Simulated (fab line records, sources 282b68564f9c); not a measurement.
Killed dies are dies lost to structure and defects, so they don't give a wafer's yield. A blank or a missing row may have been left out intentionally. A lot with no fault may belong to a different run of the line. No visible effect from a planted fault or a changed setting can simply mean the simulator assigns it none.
Which tool is to blame? | flow rit cmos | 21 wafers from 7 lots sampled at 3 of the route's 202 steps

## WHAT THE GAUGES SHOWED, per wafer
RIT_REOX_THK_MEAS_04.
lot  | measured    | on            | REOX_OXIDE_THK (nm)
L101 | day 2 22:18 | film metro-04 | 24.6 24.4 24.6
L103 | day 3 07:02 | film metro-02 | 25.0 24.9 25.4
L106 | day 3 22:35 | film metro-02 | 24.9 24.9 24.9
L109 | day 4 14:24 | film metro-02 | 25.0 25.1 24.8
L111 | day 4 23:42 | film metro-04 | 25.9 26.2 25.7
L113 | day 5 12:54 | film metro-03 | 39.9 39.6 40.3
L118 | day 6 10:02 | film metro-02 | 23.9 23.7 23.7

## WHICH TOOL RAN EACH LOT (tool, then ch and the chambers of the sampled wafers, then the start)
lot  | RIT_NRETRO_STRIP_09                 | RIT_REOX_OXIDATION_03
L101 | plasma asher-02 ch 0,1, day 2 11:59 | furnace-03 ch 0, day 2 19:44
L103 | plasma asher-02 ch 0,1, day 2 20:58 | furnace-01 ch 0, day 3 04:28
L106 | plasma asher-04 ch 0,1, day 3 11:49 | furnace-01 ch 0, day 3 20:01
L109 | plasma asher-03 ch 0,1, day 4 04:11 | furnace-04 ch 0, day 4 11:51
L111 | plasma asher-03 ch 0,1, day 4 13:43 | furnace-01 ch 0, day 4 21:08
L113 | plasma asher-03 ch 0, day 4 22:20   | furnace-04 ch 0, day 5 07:37
L118 | plasma asher-04 ch 0,1, day 5 23:19 | furnace-04 ch 0, day 6 07:29
- RIT_NRETRO_STRIP_09: strips in O2, time 180 s.
- RIT_REOX_OXIDATION_03: target thk 25.2 nm, ox time 5580 s.

## THE ANSWER, worked out from the rows above alone
Rule: the usual values come from the lots themselves. The widest of any qualifying gaps counts: lots, ordered by their means at a reading, are off when they make up no more than a third of the lots, leave a main group of 4 or more, and stand apart from it by 3 or more times the standard deviation of that group's means. A main group is skipped when, at the precision printed for the reading in the tables above, its means are all equal. A lot without any number at a reading at which 4 lots or more have one is off too. All remaining lots with rows at the step are treated as sound.
Off: at RIT_REOX_THK_MEAS_04 (REOX_OXIDE_THK), L113. Main group: mean 24.9 nm, sd 0.65.
A tool fits if, at a process step before that reading, it ran every lot that is off, and no sound lot after the first of them. Those tools and the gauges at RIT_REOX_THK_MEAS_04 are tried in the same way. Can't be told from this: 2 tools fit, plasma asher-03 at RIT_NRETRO_STRIP_09, film metro-03 at RIT_REOX_THK_MEAS_04.

## WHAT THE SIMULATOR HAD PUT IN
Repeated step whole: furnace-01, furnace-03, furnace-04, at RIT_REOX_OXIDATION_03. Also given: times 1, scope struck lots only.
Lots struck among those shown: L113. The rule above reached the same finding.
